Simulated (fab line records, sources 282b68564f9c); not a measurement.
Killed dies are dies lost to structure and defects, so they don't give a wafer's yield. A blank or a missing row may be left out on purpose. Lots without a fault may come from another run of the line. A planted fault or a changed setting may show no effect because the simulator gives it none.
Which tool did it? | flow rit_cmos | 7 lots, 21 wafers sampled, at 2 steps of a route of 202

WHAT THE GAUGES READ, wafer by wafer
RIT_SDANNEAL_RS_MEAS_04: measures by four-point-probe.
lot  | measured    | on            | PSD_RS (ohm/sq)
L936 | day 3 11:23 | film_metro-02 | 116.6 116.2 116.1
L938 | day 3 19:23 | film_metro-04 | 116.1 116.4 115.8
L940 | day 4 06:56 | film_metro-04 | 116.5 117.1 116.7
L945 | day 5 07:43 | film_metro-02 | 116.5 116.4 116.4
L951 | day 7 02:29 | film_metro-02 | 116.8 116.5 117.1
L953 | day 7 13:43 | film_metro-01 | 116.3 116.9 116.9
L958 | day 8 02:02 | film_metro-02 | 116.4 116.3 116.3

WHICH TOOL RAN EACH LOT (tool, then ch and the chambers of the sampled wafers, then the start)
lot  | RIT_SDANNEAL_RTA_03
L936 | rtp_anneal-02 ch 0, day 3 11:20
L938 | rtp_anneal-02 ch 0, day 3 19:17
L940 | rtp_anneal-02 ch 0, day 4 06:51
L945 | rtp_anneal-02 ch 0, day 5 07:40
L951 | rtp_anneal-02 ch 0, day 7 02:26
L953 | rtp_anneal-02 ch 0, day 7 13:39
L958 | rtp_anneal-02 ch 0, day 8 01:57
- RIT_SDANNEAL_RTA_03: time 5 s.

THE ANSWER, worked out from the rows above alone
Rule: what is usual is taken from the lots themselves. Put in order of their means at a reading, lots are off if they are a third of the lots or fewer, leave a main group of 4 or more, and stand apart from it by a gap of 3 or more times the standard deviation of the main group's means; of several such gaps the widest counts. A main group whose means are all the same, to the digits that the tables above print for the reading, isn't used. A lot without any number at a reading at which 4 lots or more have one is off too. The other lots that the step has rows for count as sound.
No lot is off at any reading shown: from this, nothing can be told.

WHAT THE SIMULATOR HAD PUT IN
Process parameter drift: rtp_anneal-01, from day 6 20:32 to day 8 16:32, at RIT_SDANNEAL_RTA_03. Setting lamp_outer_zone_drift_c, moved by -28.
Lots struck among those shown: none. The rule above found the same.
